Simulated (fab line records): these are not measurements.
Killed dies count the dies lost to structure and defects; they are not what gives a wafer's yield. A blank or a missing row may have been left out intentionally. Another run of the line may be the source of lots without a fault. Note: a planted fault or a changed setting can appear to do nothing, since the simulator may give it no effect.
Which of the tools did it?    flow rit cmos    14 lots with 42 wafers sampled at 2 steps, on a route of 202 steps

## WHAT EACH GAUGE READ, for each wafer
No reading from a measuring or inspecting step in the record can be judged against a usual standard deviation.

## EACH LOT AND THE TOOL THAT RAN IT (in order: tool; ch and the chambers of the sampled wafers; start)
lot   RIT_SILICIDE_RTA_04              RIT_M1_PROBE_99
L766  rtp anneal-01 ch 0, day 3 08:58  -
L767  rtp anneal-02 ch 0, day 3 11:30  prober-02, day 3 18:11
L768  rtp anneal-01 ch 0, day 3 15:10  -
L769  rtp anneal-02 ch 0, day 3 20:05  -
L770  rtp anneal-01 ch 0, day 3 23:19  -
L772  rtp anneal-01 ch 0, day 4 08:13  -
L773  rtp anneal-02 ch 0, day 4 18:35  -
L774  rtp anneal-01 ch 0, day 4 21:24  -
L775  rtp anneal-02 ch 0, day 5 00:14  -
L779  rtp anneal-01 ch 0, day 5 20:35  -
L780  rtp anneal-02 ch 0, day 6 00:23  prober-01, day 6 09:26
L782  rtp anneal-02 ch 0, day 6 18:40  prober-01, day 7 03:11
L787  rtp anneal-01 ch 0, day 7 20:37  prober-02, day 8 03:32
L789  rtp anneal-01 ch 0, day 8 08:08  -
- RIT_SILICIDE_RTA_04: time 10 s, ramp up 5 s, ramp down 5 s.
- RIT_M1_PROBE_99

## WHAT THE TOOLS THEMSELVES READ (means of the sampled wafers that have a number; where no wafer has one, the mark that the record gives instead)
RIT_SILICIDE_RTA_04. Usual: wafer_temp_C_max reads 653.0 (standard deviation 0.77).
lot   tool           wafer_temp_C_max  flag
L766  rtp anneal-01  653.9             
L767  rtp anneal-02  652.7             
L768  rtp anneal-01  653.6             
L769  rtp anneal-02  652.5             
L770  rtp anneal-01  653.7             
L772  rtp anneal-01  652.7             
L773  rtp anneal-02  652.1             
L774  rtp anneal-01  653.7             
L775  rtp anneal-02  652.2             
L779  rtp anneal-01  653.6             
L780  rtp anneal-02  722.2             OFF
L782  rtp anneal-02  722.6             OFF
L787  rtp anneal-01  653.1             
L789  rtp anneal-01  653.4             

RIT_M1_PROBE_99. Usual: killed_at_M0_to_M3 0.0, standard deviation 0.14; killed at contacts 0.1, standard deviation 0.3; killed at front end 6.5, standard deviation 2.9; killed dies 6.6, standard deviation 3; killed open 3.3, standard deviation 2; killed short 3.3, standard deviation 1.9.
lot   tool       killed_at_M0_to_M3  killed at contacts  killed at front end  killed dies  killed open  killed short  flag
L767  prober-02  0.0                 0.0                 6.7                  6.7          3.3          3.3           
L780  prober-01  0.0                 0.3                 6.0                  6.3          3.7          2.7           
L782  prober-01  0.0                 0.0                 8.7                  8.7          4.3          4.3           
L787  prober-02  0.0                 0.0                 7.0                  7.0          3.3          3.7           

## THE ANSWER, worked out from the rows above alone
Rule: a lot is off if the mean of its wafers that have a number lies more than 3 standard deviations from the usual mean. A lot without any number at a reading at which 4 lots or more have one is off too. Any other lot the step has rows for is counted as sound. Order of review: gauges by route order, followed by the tools' own readings, for which a lot's mean as printed above is used. At the first step where some lot is off, the reading lying furthest off is the one used; lots without a number count as furthest.
Off: L780, L782, at RIT_SILICIDE_RTA_04 (wafer_temp_C_max).
If a tool, at that step or one of the process steps before it, ran each lot that is off and ran no sound lot following the first of them, it fits. One candidate fits, namely rtp anneal-02 at RIT_SILICIDE_RTA_04. A fault onset in the window from L775 (day 5 00:14, its last sound lot) to L780 (day 6 00:23, its first lot off) fits.
The tool's own readings at RIT_SILICIDE_RTA_04 bear it out: on the lots that are off they differ by more than 5 times the standard deviation of the sound lots' means. wafer_temp_C_max reads 722.4 there against 653.1 on the sound lots.

## WHAT HAD BEEN PUT IN BY THE SIMULATOR
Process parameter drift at RIT_SILICIDE_RTA_04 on rtp anneal-02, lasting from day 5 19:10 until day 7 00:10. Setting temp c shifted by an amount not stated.
Struck lots among those shown: L780, L782. The rule above reached the same finding.
